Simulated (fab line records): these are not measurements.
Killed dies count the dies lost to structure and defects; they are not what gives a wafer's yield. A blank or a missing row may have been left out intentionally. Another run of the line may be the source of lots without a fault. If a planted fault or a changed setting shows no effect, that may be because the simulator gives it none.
fab line records | flow ritCmos | part 1 of 2: steps 1 to 31 of 44
record: lots: 5 | wafers: 15 | lastDay: 7
route steps=202 shown SDANNEAL@154 PSD@157 NSD@158 PLDD@159 NLDD@160 SILICIDE@161 CONTACT@168 M1@184
lots untouched by any fault: they come from a run of this same line in which no faults occurred
startH: hours from the record's opening day to when the first of the lot's shown wafers began | waitH: hours since the lot's step before | " repeats the value in the row above | L1.1+2: a row that stands for several wafers | - no value, or no start was given | * or withheld: withheld | < > ~ a bound
route shown NAME@n: names a module that has steps shown in the file, with the first one's number in the route | usual: mean and standard deviation over wafers with no fault | same: alike in all rows | chamber/n: place in a boat | sites: per-site readings | _std_site: the standard deviation of these | _edge_site: mean of outer sites minus mean of inner sites | radiusMm: how far each site lies from the wafer's centre | mask NAME#n: copy n | behind: the most recent tool/chamber to have shaped the wafer | hold: what put the lot on hold/how long, in hours/how the hold closed | device: the transistor (n, p or np) that didn't switch | end of line: at the end of the route, the tests of the same wafers | step lacking rows: just its recipe | killed: at the first sort, the dies lost to defects and structure; wafer yield is something else | map: dies across one wafer; x = killed, . = not, _ = none there
set.NAME: the run value of the setting; set.NAME@STEP: its run value at that earlier step | model.NAME: the simulator's own value behind a step, which no gauge read
certain route steps with their lots: each step a table, each wafer a row
services: from which hour (startH, from the record's first day; less than 0 if before it) a tool's chamber was out of use, for how many hours, and why
== steps ==
step: RIT_SDANNEAL_CLEAN_01
recipe: chemistry: dHF | dilution: 50:1 | timeS: 30
lot.wafer  | tool        | chamber | startH | waitH
L076.1+2+3 | wetBench-03 | 0       | 69.32  | 0.0
L081.1+4+5 | wetBench-02 | 3       | 91.17  | 0.0
L093.3+4+5 | wetBench-02 | 1       | 150.16 | 0.0
L096.1+4+5 | wetBench-02 | 1       | 164.81 | 0.0
L097.3+4+5 | wetBench-02 | 2       | 171.33 | 0.0
step: RIT_SDANNEAL_CLEAN_02
recipe: chemistry: SC2 | mix: 3:3:50 | timeS: 600 | tempC: 75 | dry: n2Spin
lot.wafer  | tool        | chamber | startH | waitH
L076.1+2+3 | wetBench-04 | 0       | 69.36  | 0.0
L081.1+4+5 | wetBench-03 | 0       | 91.19  | 0.0
L093.3+4+5 | wetBench-04 | 0       | 150.18 | 0.0
L096.1+4+5 | wetBench-03 | 0       | 164.84 | 0.0
L097.3+4+5 | wetBench-02 | 3       | 171.35 | 0.0
step: RIT_SDANNEAL_RTA_03
recipe: tempC: 1050 | timeS: 5 | idleTempC: 600 | rampUpCPerS: 342 | rampDownCPerS: 171 | coolToC: 600 | ambient: N2
usual: wafer_temp_C_max: 1053.3/1.1
lot.wafer | tool         | chamber | startH | waitH | wafer_temp_C_max
L076.1    | rtpAnneal-01 | 0       | 69.53  | 0.0   | 1053.2
L076.2    | "            | 0       | "      | "     | 1052.4
L076.3    | "            | 0       | "      | "     | 1052.1
L081.1    | rtpAnneal-02 | 0       | 91.36  | 0.0   | 1053.1
L081.4    | "            | 0       | "      | "     | 1054.1
L081.5    | "            | 0       | "      | "     | 1053.9
L093.3    | rtpAnneal-02 | 0       | 150.37 | 0.0   | 1055.9
L093.4    | "            | 0       | "      | "     | 1052.5
L093.5    | "            | 0       | "      | "     | 1053.5
L096.1    | rtpAnneal-01 | 0       | 165.22 | 0.0   | 1054.1
L096.4    | "            | 0       | "      | "     | 1052.6
L096.5    | "            | 0       | "      | "     | 1052.9
L097.3    | rtpAnneal-02 | 0       | 171.56 | 0.0   | 1053.5
L097.4    | "            | 0       | "      | "     | 1054.6
L097.5    | "            | 0       | "      | "     | 1051.7
step: RIT_SDANNEAL_RS_MEAS_04
recipe: thkMeasGauge: four-point-probe
usual: PSD_RS: 115.8/0.34
lot.wafer | tool         | chamber | startH | waitH | PSD_RS[ohm/sq]
L076.1    | filmMetro-02 | -       | 69.59  | 0.0   | 114.9
L076.2    | "            | -       | "      | "     | 115.4
L076.3    | "            | -       | "      | "     | 115.3
L081.1    | filmMetro-04 | -       | 91.42  | 0.0   | 115.8
L081.4    | "            | -       | "      | "     | 116.0
L081.5    | "            | -       | "      | "     | 116.0
L093.3    | filmMetro-01 | -       | 150.45 | 0.1   | 116.2
L093.4    | "            | -       | "      | "     | 116.1
L093.5    | "            | -       | "      | "     | 116.1
L096.1    | filmMetro-04 | -       | 165.28 | 0.0   | 115.8
L096.4    | "            | -       | "      | "     | 116.4
L096.5    | "            | -       | "      | "     | 116.1
L097.3    | filmMetro-02 | -       | 171.64 | 0.1   | 115.3
L097.4    | "            | -       | "      | "     | 115.7
L097.5    | "            | -       | "      | "     | 115.5
step: RIT_SDANNEAL_RS_MEAS_05
recipe: thkMeasGauge: four-point-probe
usual: NSD_RS: 84.4/0.34
lot.wafer | tool         | chamber | startH | waitH | NSD_RS[ohm/sq]
L076.1    | filmMetro-02 | -       | 69.71  | 0.1   | 84.0
L076.2    | "            | -       | "      | "     | 84.1
L076.3    | "            | -       | "      | "     | 83.9
L081.1    | filmMetro-04 | -       | 91.54  | 0.1   | 84.2
L081.4    | "            | -       | "      | "     | 84.2
L081.5    | "            | -       | "      | "     | 84.0
L093.3    | filmMetro-01 | -       | 150.57 | 0.1   | 84.5
L093.4    | "            | -       | "      | "     | 84.5
L093.5    | "            | -       | "      | "     | 84.7
L096.1    | filmMetro-04 | -       | 165.40 | 0.1   | 83.9
L096.4    | "            | -       | "      | "     | 84.0
L096.5    | "            | -       | "      | "     | 84.2
L097.3    | filmMetro-02 | -       | 171.76 | 0.1   | 84.3
L097.4    | "            | -       | "      | "     | 84.2
L097.5    | "            | -       | "      | "     | 84.2
step: RIT_SDANNEAL_RS_MEAS_06
recipe: thkMeasGauge: four-point-probe
usual: PLDD_RS: 178.6/0.41
lot.wafer | tool         | chamber | startH | waitH | PLDD_RS[ohm/sq]
L076.1    | filmMetro-02 | -       | 69.83  | 0.1   | 177.9
L076.2    | "            | -       | "      | "     | 177.7
L076.3    | "            | -       | "      | "     | 178.1
L081.1    | filmMetro-04 | -       | 91.66  | 0.1   | 178.9
L081.4    | "            | -       | "      | "     | 179.2
L081.5    | "            | -       | "      | "     | 179.4
L093.3    | filmMetro-01 | -       | 150.69 | 0.1   | 178.9
L093.4    | "            | -       | "      | "     | 178.7
L093.5    | "            | -       | "      | "     | 179.1
L096.1    | filmMetro-04 | -       | 165.52 | 0.1   | 178.7
L096.4    | "            | -       | "      | "     | 178.4
L096.5    | "            | -       | "      | "     | 179.0
L097.3    | filmMetro-02 | -       | 171.88 | 0.1   | 178.0
L097.4    | "            | -       | "      | "     | 178.2
L097.5    | "            | -       | "      | "     | 178.0
step: RIT_SDANNEAL_RS_MEAS_07
recipe: thkMeasGauge: four-point-probe
usual: NLDD_RS: 151.7/0.57
lot.wafer | tool         | chamber | startH | waitH | NLDD_RS[ohm/sq]
L076.1    | filmMetro-02 | -       | 69.95  | 0.1   | 151.5
L076.2    | "            | -       | "      | "     | 151.9
L076.3    | "            | -       | "      | "     | 151.8
L081.1    | filmMetro-04 | -       | 91.78  | 0.1   | 152.4
L081.4    | "            | -       | "      | "     | 152.7
L081.5    | "            | -       | "      | "     | 152.8
L093.3    | filmMetro-01 | -       | 150.81 | 0.1   | 151.8
L093.4    | "            | -       | "      | "     | 152.3
L093.5    | "            | -       | "      | "     | 152.1
L096.1    | filmMetro-04 | -       | 165.64 | 0.1   | 152.6
L096.4    | "            | -       | "      | "     | 152.0
L096.5    | "            | -       | "      | "     | 152.9
L097.3    | filmMetro-02 | -       | 172.00 | 0.1   | 151.0
L097.4    | "            | -       | "      | "     | 151.4
L097.5    | "            | -       | "      | "     | 151.5
step: RIT_SILICIDE_WET_ETCH_00
recipe: chemistry: BOE | target: SiO2 | targetDepthNm: 14 | timeS: 15 | dry: n2Spin | dilution: 10:1 | tempC: 21.5
lot.wafer  | tool        | chamber | startH | waitH
L076.1+2+3 | wetBench-01 | 2       | 70.07  | 0.1
L081.1+4+5 | wetBench-01 | 1       | 91.90  | 0.1
L093.3+4+5 | wetBench-01 | 1       | 150.89 | 0.1
L096.1+4+5 | wetBench-04 | 3       | 165.76 | 0.1
L097.3+4+5 | wetBench-01 | 3       | 172.08 | 0.1
step: RIT_SILICIDE_SPUTTER_01
recipe: material: Ti | targetThkNm: 30 | powerW: 350 | chamberPressurePa: 0.667 | gas: Ar | timeS: 240 | substrateTempC: 25
usual: throttleValvePct: 30.7/1.4
lot.wafer | tool          | chamber | startH | waitH | throttleValvePct
L076.1    | pvdSputter-01 | -       | 70.08  | 0.0   | 30.7
L076.2    | "             | -       | "      | "     | 32.0
L076.3    | "             | -       | "      | "     | 28.1
L081.1    | pvdSputter-04 | -       | 91.92  | 0.0   | 32.6
L081.4    | "             | -       | "      | "     | 29.9
L081.5    | "             | -       | "      | "     | 29.8
L093.3    | pvdSputter-02 | -       | 150.91 | 0.0   | 31.2
L093.4    | "             | -       | "      | "     | 30.9
L093.5    | "             | -       | "      | "     | 31.6
L096.1    | pvdSputter-01 | -       | 165.77 | 0.0   | 30.6
L096.4    | "             | -       | "      | "     | 31.8
L096.5    | "             | -       | "      | "     | 28.3
L097.3    | pvdSputter-02 | -       | 172.09 | 0.0   | 33.1
L097.4    | "             | -       | "      | "     | 30.3
L097.5    | "             | -       | "      | "     | 31.4
step: RIT_SILICIDE_RS_MEAS_02
recipe: thkMeasGauge: four-point-probe | reads: Ti_of_SILICIDE_SPUTTER_01
usual: SILICIDE_TI_RS: 48.2/0.68
lot.wafer | tool         | chamber | startH | waitH | SILICIDE_TI_RS[ohm/sq]
L076.1    | filmMetro-03 | -       | 70.23  | 0.1   | 47.6
L076.2    | "            | -       | "      | "     | 48.1
L076.3    | "            | -       | "      | "     | 48.0
L081.1    | filmMetro-03 | -       | 92.07  | 0.1   | 47.0
L081.4    | "            | -       | "      | "     | 47.5
L081.5    | "            | -       | "      | "     | 47.2
L093.3    | filmMetro-04 | -       | 151.10 | 0.1   | 48.3
L093.4    | "            | -       | "      | "     | 48.3
L093.5    | "            | -       | "      | "     | 48.4
L096.1    | filmMetro-03 | -       | 165.92 | 0.1   | 48.0
L096.4    | "            | -       | "      | "     | 48.2
L096.5    | "            | -       | "      | "     | 47.9
L097.3    | filmMetro-02 | -       | 172.28 | 0.1   | 49.1
L097.4    | "            | -       | "      | "     | 49.0
L097.5    | "            | -       | "      | "     | 48.9
step: RIT_SILICIDE_THK_MEAS_03
recipe: thkMeasGauge: xrf | reads: Ti_of_SILICIDE_SPUTTER_01
usual: SILICIDE_TI_THK: 29.6/0.37
lot.wafer | tool         | chamber | startH | waitH | SILICIDE_TI_THK[nm]
L076.1    | filmMetro-03 | -       | 70.35  | 0.1   | 30.1
L076.2    | "            | -       | "      | "     | 29.6
L076.3    | "            | -       | "      | "     | 29.6
L081.1    | filmMetro-03 | -       | 92.19  | 0.1   | 30.3
L081.4    | "            | -       | "      | "     | 30.1
L081.5    | "            | -       | "      | "     | 30.2
L093.3    | filmMetro-04 | -       | 151.20 | 0.1   | 29.5
L093.4    | "            | -       | "      | "     | 29.5
L093.5    | "            | -       | "      | "     | 29.5
L096.1    | filmMetro-03 | -       | 166.04 | 0.1   | 29.7
L096.4    | "            | -       | "      | "     | 29.8
L096.5    | "            | -       | "      | "     | 29.7
L097.3    | filmMetro-02 | -       | 172.38 | 0.1   | 28.9
L097.4    | "            | -       | "      | "     | 29.2
L097.5    | "            | -       | "      | "     | 29.1
step: RIT_SILICIDE_RTA_04
recipe: tempC: 650 | timeS: 10 | idleTempC: 25 | rampUpS: 5 | rampDownS: 5 | coolToC: 25 | ambient: N2
usual: wafer_temp_C_max: 652.8/0.71
lot.wafer | tool         | chamber | startH | waitH | wafer_temp_C_max
L076.1    | rtpAnneal-01 | 0       | 70.41  | 0.1   | 652.9
L076.2    | "            | 0       | "      | "     | 652.9
L076.3    | "            | 0       | "      | "     | 652.9
L081.1    | rtpAnneal-02 | 0       | 92.25  | 0.1   | 654.1
L081.4    | "            | 0       | "      | "     | 653.1
L081.5    | "            | 0       | "      | "     | 655.2
L093.3    | rtpAnneal-01 | 0       | 151.26 | 0.1   | 652.5
L093.4    | "            | 0       | "      | "     | 652.4
L093.5    | "            | 0       | "      | "     | 652.6
L096.1    | rtpAnneal-02 | 0       | 166.10 | 0.1   | 653.8
L096.4    | "            | 0       | "      | "     | 653.0
L096.5    | "            | 0       | "      | "     | 652.8
L097.3    | rtpAnneal-01 | 0       | 172.44 | 0.1   | 652.3
L097.4    | "            | 0       | "      | "     | 652.9
L097.5    | "            | 0       | "      | "     | 653.4
step: RIT_SILICIDE_WET_ETCH_05
recipe: chemistry: SPM | target: Ti | tempC: 90 | timeS: 120 | dry: n2Spin
lot.wafer  | tool        | chamber | startH | waitH
L076.1+2+3 | wetBench-04 | 3       | 70.48  | 0.1
L081.1+4+5 | wetBench-03 | 3       | 92.31  | 0.1
L093.3+4+5 | wetBench-04 | 0       | 151.30 | 0.0
L096.1+4+5 | wetBench-01 | 2       | 166.17 | 0.1
L097.3+4+5 | wetBench-04 | 2       | 172.49 | 0.0
step: RIT_SILICIDE_RTA_06
recipe: tempC: 750 | timeS: 10 | idleTempC: 25 | rampUpS: 5 | rampDownS: 10 | coolToC: 25 | ambient: N2
usual: wafer_temp_C_max: 753.2/0.68
lot.wafer | tool         | chamber | startH | waitH | wafer_temp_C_max
L076.1    | rtpAnneal-02 | 0       | 70.52  | 0.0   | 752.8
L076.2    | "            | 0       | "      | "     | 752.7
L076.3    | "            | 0       | "      | "     | 752.8
L081.1    | rtpAnneal-01 | 0       | 92.35  | 0.0   | 753.2
L081.4    | "            | 0       | "      | "     | 753.0
L081.5    | "            | 0       | "      | "     | 752.1
L093.3    | rtpAnneal-02 | 0       | 151.37 | 0.0   | 753.7
L093.4    | "            | 0       | "      | "     | 752.5
L093.5    | "            | 0       | "      | "     | 754.1
L096.1    | rtpAnneal-01 | 0       | 166.21 | 0.0   | 753.3
L096.4    | "            | 0       | "      | "     | 752.9
L096.5    | "            | 0       | "      | "     | 752.6
L097.3    | rtpAnneal-02 | 0       | 172.55 | 0.0   | 752.5
L097.4    | "            | 0       | "      | "     | 752.7
L097.5    | "            | 0       | "      | "     | 753.2
step: RIT_CONTACT_CVD_00
recipe: material: SiO2 | targetThkNm: 400 | precursor: TEOS | tempC: 390 | timeS: 61 | rfW: 400
usual: heaterPowerW: 327/51
lot.wafer | tool     | chamber | startH | waitH | heaterPowerW
L076.1    | pecvd-01 | 1       | 70.59  | 0.1   | 337
L076.2    | "        | 2       | "      | "     | 305
L076.3    | "        | 0       | "      | "     | 327
L081.1    | pecvd-04 | 0       | 92.42  | 0.1   | 304
L081.4    | "        | 0       | "      | "     | 331
L081.5    | "        | 1       | "      | "     | 322
L093.3    | pecvd-04 | 0       | 151.41 | 0.0   | 326
L093.4    | "        | 2       | "      | "     | 266
L093.5    | "        | 1       | "      | "     | 379
L096.1    | pecvd-04 | 0       | 166.28 | 0.1   | 338
L096.4    | "        | 2       | "      | "     | 364
L096.5    | "        | 2       | "      | "     | 275
L097.3    | pecvd-01 | 1       | 172.59 | 0.0   | 256
L097.4    | "        | 0       | "      | "     | 325
L097.5    | "        | 1       | "      | "     | 277
step: RIT_CONTACT_THK_MEAS_01
recipe: reads: SiO2_of_CONTACT_CVD_00
usual: CONTACT_TEOS_THK: 400/4.9
lot.wafer | tool         | chamber | startH | waitH | CONTACT_TEOS_THK[nm]
L076.1    | filmMetro-01 | -       | 70.64  | 0.0   | 394
L076.2    | "            | -       | "      | "     | 397
L076.3    | "            | -       | "      | "     | 394
L081.1    | filmMetro-03 | -       | 92.47  | 0.0   | 395
L081.4    | "            | -       | "      | "     | 401
L081.5    | "            | -       | "      | "     | 400
L093.3    | filmMetro-03 | -       | 151.48 | 0.0   | 399
L093.4    | "            | -       | "      | "     | 401
L093.5    | "            | -       | "      | "     | 404
L096.1    | filmMetro-01 | -       | 166.36 | 0.1   | 396
L096.4    | "            | -       | "      | "     | 398
L096.5    | "            | -       | "      | "     | 399
L097.3    | filmMetro-04 | -       | 172.66 | 0.0   | 406
L097.4    | "            | -       | "      | "     | 408
L097.5    | "            | -       | "      | "     | 408
step: RIT_CONTACT_HMDS_02
recipe: primeTimeS: 60 | primeTempC: 140
lot.wafer  | tool          | chamber | startH | waitH
L076.1+2+3 | lithoTrack-02 | 0       | 70.70  | 0.1
L081.1+4+5 | lithoTrack-03 | 0       | 92.53  | 0.1
L093.3+4+5 | lithoTrack-01 | 0       | 151.57 | 0.1
L096.1+4+5 | lithoTrack-01 | 0       | 166.42 | 0.1
L097.3+4+5 | lithoTrack-02 | 0       | 172.75 | 0.1
step: RIT_CONTACT_COAT_03
recipe: resist: NOVOLAK | spinRpm: 3250 | resistThkNm: 987.5
lot.wafer  | tool          | chamber | startH | waitH
L076.1+2+3 | lithoTrack-02 | 0       | 70.85  | 0.1
L081.1+4+5 | lithoTrack-03 | 0       | 92.68  | 0.1
L093.3+4+5 | lithoTrack-01 | 0       | 151.72 | 0.1
L096.1+4+5 | lithoTrack-01 | 0       | 166.57 | 0.1
L097.3+4+5 | lithoTrack-02 | 0       | 172.90 | 0.1
step: RIT_CONTACT_SOFTBAKE_04
recipe: resist: NOVOLAK | tempC: 90 | timeS: 60
lot.wafer  | tool          | chamber | startH | waitH
L076.1+2+3 | lithoTrack-02 | 0       | 71.00  | 0.1
L081.1+4+5 | lithoTrack-03 | 0       | 92.83  | 0.1
L093.3+4+5 | lithoTrack-01 | 0       | 151.87 | 0.1
L096.1+4+5 | lithoTrack-01 | 0       | 166.72 | 0.1
L097.3+4+5 | lithoTrack-02 | 0       | 173.05 | 0.1
step: RIT_CONTACT_EXPOSE_05
recipe: maskId: M11 | na: 0.6 | sourceShape: conventional | sigmaOuter: 0.5 | targetCdNm: 1000 | doseMj: 255
lot.wafer  | tool            | chamber | startH | waitH | mask
L076.1+2+3 | ilineStepper-02 | 0       | 71.15  | 0.1   | M11#0
L081.1+4+5 | ilineStepper-01 | 0       | 92.98  | 0.1   | M11#0
L093.3+4+5 | ilineStepper-01 | 0       | 152.13 | 0.2   | M11#0
L096.1+4+5 | ilineStepper-02 | 0       | 166.87 | 0.1   | M11#0
L097.3+4+5 | ilineStepper-01 | 0       | 173.32 | 0.2   | M11#0
step: RIT_CONTACT_PEB_06
recipe: resist: NOVOLAK | tempC: withheld | timeS: withheld
lot.wafer  | tool          | chamber | startH | waitH
L076.1+2+3 | lithoTrack-03 | 0       | 71.27  | 0.1
L081.1+4+5 | lithoTrack-03 | 0       | 93.10  | 0.1
L093.3+4+5 | lithoTrack-03 | 0       | 152.26 | 0.1
L096.1+4+5 | lithoTrack-03 | 0       | 166.98 | 0.1
L097.3+4+5 | lithoTrack-03 | 0       | 173.45 | 0.1
step: RIT_CONTACT_DEVELOP_07
recipe: resist: NOVOLAK | developTimeS: 120 | devTempC: 23
lot.wafer  | tool          | chamber | startH | waitH
L076.1+2+3 | lithoTrack-03 | 0       | -      | -
L081.1+4+5 | lithoTrack-03 | 0       | -      | -
L093.3+4+5 | lithoTrack-03 | 0       | -      | -
L096.1+4+5 | lithoTrack-03 | 0       | -      | -
L097.3+4+5 | lithoTrack-03 | 0       | -      | -
step: RIT_CONTACT_CD_MEAS_08
recipe: targetCdNm: 1000
usual: cdNm: 998.9/2
lot.wafer | tool     | chamber | startH | waitH | cdNm
L076.1    | cdSem-02 | -       | 71.67  | -     | 1000.8
L076.2    | "        | -       | "      | "     | 1001.7
L076.3    | "        | -       | "      | "     | 997.2
L081.1    | cdSem-01 | -       | 93.50  | -     | 1001.8
L081.4    | "        | -       | "      | "     | 1001.7
L081.5    | "        | -       | "      | "     | 1001.7
L093.3    | cdSem-02 | -       | 152.65 | -     | 998.5
L093.4    | "        | -       | "      | "     | 999.3
L093.5    | "        | -       | "      | "     | 999.0
L096.1    | cdSem-02 | -       | 167.38 | -     | 998.0
L096.4    | "        | -       | "      | "     | 999.1
L096.5    | "        | -       | "      | "     | 1001.8
L097.3    | cdSem-02 | -       | 173.84 | -     | 996.5
L097.4    | "        | -       | "      | "     | 996.7
L097.5    | "        | -       | "      | "     | 999.7
step: RIT_CONTACT_OVL_MEAS_09
usual: CONTACT_OVL: 0.5/1.8
lot.wafer | tool       | chamber | startH | waitH | CONTACT_OVL[nm]
L076.1    | overlay-01 | -       | 71.79  | 0.1   | 4.3
L076.2    | "          | -       | "      | "     | 3.0
L076.3    | "          | -       | "      | "     | 3.2
L081.1    | overlay-02 | -       | 93.62  | 0.1   | -2.5
L081.4    | "          | -       | "      | "     | -1.4
L081.5    | "          | -       | "      | "     | -2.4
L093.3    | overlay-01 | -       | 152.74 | 0.1   | 0.2
L093.4    | "          | -       | "      | "     | -1.3
L093.5    | "          | -       | "      | "     | 0.2
L096.1    | overlay-01 | -       | 167.50 | 0.1   | 1.1
L096.4    | "          | -       | "      | "     | 2.3
L096.5    | "          | -       | "      | "     | 2.3
L097.3    | overlay-02 | -       | 173.93 | 0.1   | -2.3
L097.4    | "          | -       | "      | "     | -2.0
L097.5    | "          | -       | "      | "     | -1.4
step: RIT_CONTACT_HARDBAKE_10
recipe: resist: NOVOLAK | tempC: 140 | timeS: 60
lot.wafer  | tool          | chamber | startH | waitH
L076.1+2+3 | lithoTrack-01 | 0       | 71.82  | 0.0
L081.1+4+5 | lithoTrack-02 | 0       | 93.65  | 0.0
L093.3+4+5 | lithoTrack-01 | 0       | 152.82 | 0.1
L096.1+4+5 | lithoTrack-01 | 0       | 167.54 | 0.0
L097.3+4+5 | lithoTrack-03 | 0       | 174.10 | 0.2
step: RIT_CONTACT_ETCH_11
recipe: targetDepthA: 4800 | overEtchFrac: 0.2 | stopOn: TiSi2 | chemistry: CHF3/CF4/Ar | target: SiO2 | CHF3_flow_sccm: 50 | cf4FlowSccm: 10 | Ar_flow_sccm: 100 | O2_flow_sccm: 5 | pressureMtorr: 100 | rfW: 200 | timeS: 320
usual: drypumpMotorCurrentA: 5.8/0.45 | oesProductAu: 0.987/0.017 | throttleValvePct: 8.91/0.1
lot.wafer | tool       | chamber | startH | waitH | drypumpMotorCurrentA | oesProductAu | rfHoursCounterH | throttleValvePct
L076.1    | rieDiel-02 | 3       | 71.97  | 0.1   | 6.2                  | 0.981        | 14              | 8.66
L076.2    | "          | 1       | "      | "     | 5.9                  | 0.973        | 7               | 8.95
L076.3    | "          | 0       | "      | "     | 6.2                  | 1.009        | 141             | 9.08
L081.1    | rieDiel-01 | 0       | 93.80  | 0.1   | 6.5                  | 0.987        | 1               | 8.95
L081.4    | "          | 2       | "      | "     | 5.8                  | 0.997        | 6               | 9.01
L081.5    | "          | 0       | "      | "     | 6.5                  | 0.989        | -               | 8.95
L093.3    | rieDiel-01 | 3       | 152.92 | 0.1   | 5.9                  | 0.959        | 10              | 8.83
L093.4    | "          | 2       | "      | "     | 5.8                  | 1.001        | 7               | 8.99
L093.5    | "          | 2       | "      | "     | 5.8                  | 0.992        | -               | 9.00
L096.1    | rieDiel-01 | 3       | 167.69 | 0.1   | 5.9                  | 0.961        | 10              | 8.85
L096.4    | "          | 0       | "      | "     | 6.5                  | 0.980        | 2               | 8.96
L096.5    | "          | 3       | "      | "     | 5.9                  | 0.960        | -               | 8.83
L097.3    | rieDiel-03 | 0       | 174.20 | 0.1   | 5.4                  | 0.999        | 66              | 8.99
L097.4    | "          | 2       | "      | "     | 5.0                  | 1.011        | 38              | 8.81
L097.5    | "          | 3       | "      | "     | 6.4                  | 0.984        | -               | 8.76
step: RIT_CONTACT_STRIP_12
recipe: chemistry: O2 | timeS: 180 | resist: NOVOLAK | platenTempC: withheld | powerW: 500 | pressureMtorr: 4000 | o2FlowSccm: 4000
usual: drypumpMotorCurrentA: 5.8/0.33 | o2FlowSccm: 4000/12
lot.wafer | tool           | chamber | startH | waitH | drypumpMotorCurrentA | o2FlowSccm | rfHoursCounterH
L076.1    | plasmaAsher-03 | 0       | 72.17  | 0.1   | 5.8                  | 3999       | 42
L076.2    | "              | 1       | "      | "     | 6.1                  | 3989       | 42
L076.3    | "              | 0       | "      | "     | 5.9                  | 4006       | -
L081.1    | plasmaAsher-01 | 1       | 94.00  | 0.1   | 6.0                  | 3997       | 46
L081.4    | "              | 1       | "      | "     | 6.0                  | 4002       | -
L081.5    | "              | 0       | "      | "     | 5.2                  | 4007       | -
L093.3    | plasmaAsher-04 | 1       | 153.17 | 0.2   | 5.5                  | 4016       | -
L093.4    | "              | 0       | "      | "     | 6.0                  | 3993       | -
L093.5    | "              | 1       | "      | "     | 5.5                  | 4009       | -
L096.1    | plasmaAsher-01 | 1       | 167.88 | 0.1   | 6.0                  | 3987       | 54
L096.4    | "              | 1       | "      | "     | 6.0                  | 3997       | -
L096.5    | "              | 1       | "      | "     | 6.0                  | 4007       | -
L097.3    | plasmaAsher-04 | 0       | 174.45 | 0.2   | 6.0                  | 3994       | -
L097.4    | "              | 1       | "      | "     | 5.6                  | 3995       | -
L097.5    | "              | 1       | "      | "     | 5.6                  | 3998       | -
step: RIT_CONTACT_CD_MEAS_90
recipe: targetCdNm: 1000
usual: cdNm: 999.0/2.1
lot.wafer | tool     | chamber | startH | waitH | cdNm
L076.1    | cdSem-01 | -       | 72.34  | 0.1   | 1001.3
L076.2    | "        | -       | "      | "     | 1002.1
L076.3    | "        | -       | "      | "     | 997.3
L081.1    | cdSem-01 | -       | 94.17  | 0.1   | 1002.5
L081.4    | "        | -       | "      | "     | 1002.3
L081.5    | "        | -       | "      | "     | 1002.7
L093.3    | cdSem-01 | -       | 153.33 | 0.1   | 998.5
L093.4    | "        | -       | "      | "     | 999.6
L093.5    | "        | -       | "      | "     | 999.0
L096.1    | cdSem-01 | -       | 168.06 | 0.1   | 998.0
L096.4    | "        | -       | "      | "     | 999.6
L096.5    | "        | -       | "      | "     | 1001.7
L097.3    | cdSem-02 | -       | 174.61 | 0.1   | 996.0
L097.4    | "        | -       | "      | "     | 996.4
L097.5    | "        | -       | "      | "     | 1000.3
step: RIT_CONTACT_CLEAN_13
recipe: chemistry: SC1 | mix: 3:3:50 | timeS: 600 | tempC: 75
lot.wafer  | tool        | chamber | startH | waitH
L076.1+2+3 | wetBench-01 | 3       | 72.46  | 0.1
L081.1+4+5 | wetBench-02 | 1       | 94.29  | 0.1
L093.3+4+5 | wetBench-02 | 3       | 153.41 | 0.1
L096.1+4+5 | wetBench-01 | 2       | 168.18 | 0.1
L097.3+4+5 | wetBench-02 | 1       | 174.69 | 0.1
step: RIT_CONTACT_CLEAN_14
recipe: chemistry: SC2 | mix: 3:3:50 | timeS: 600 | tempC: 75 | dry: n2Spin
lot.wafer  | tool        | chamber | startH | waitH
L076.1+2+3 | wetBench-04 | 3       | 72.65  | 0.0
L081.1+4+5 | wetBench-04 | 2       | 94.47  | 0.0
L093.3+4+5 | wetBench-04 | 1       | 153.58 | 0.0
L096.1+4+5 | wetBench-04 | 3       | 168.35 | 0.0
L097.3+4+5 | wetBench-01 | 1       | 174.88 | 0.0
step: RIT_M1_SPUTTER_00
recipe: material: Al | targetThkNm: 400 | powerW: 2000 | chamberPressurePa: 0.4 | gas: Ar | timeS: 500 | substrateTempC: 25
usual: throttleValvePct: 30.3/1.3
lot.wafer | tool          | chamber | startH | waitH | throttleValvePct
L076.1    | pvdSputter-04 | -       | 72.84  | 0.0   | 29.8
L076.2    | "             | -       | "      | "     | 29.7
L076.3    | "             | -       | "      | "     | 32.9
L081.1    | pvdSputter-03 | -       | 94.66  | 0.0   | 28.9
L081.4    | "             | -       | "      | "     | 30.5
L081.5    | "             | -       | "      | "     | 30.6
L093.3    | pvdSputter-03 | -       | 153.77 | 0.0   | 30.5
L093.4    | "             | -       | "      | "     | 30.6
L093.5    | "             | -       | "      | "     | 30.4
L096.1    | pvdSputter-04 | -       | 168.53 | 0.0   | 30.0
L096.4    | "             | -       | "      | "     | 30.5
L096.5    | "             | -       | "      | "     | 33.0
L097.3    | pvdSputter-03 | -       | 175.05 | 0.0   | 28.9
L097.4    | "             | -       | "      | "     | 30.7
L097.5    | "             | -       | "      | "     | 30.6
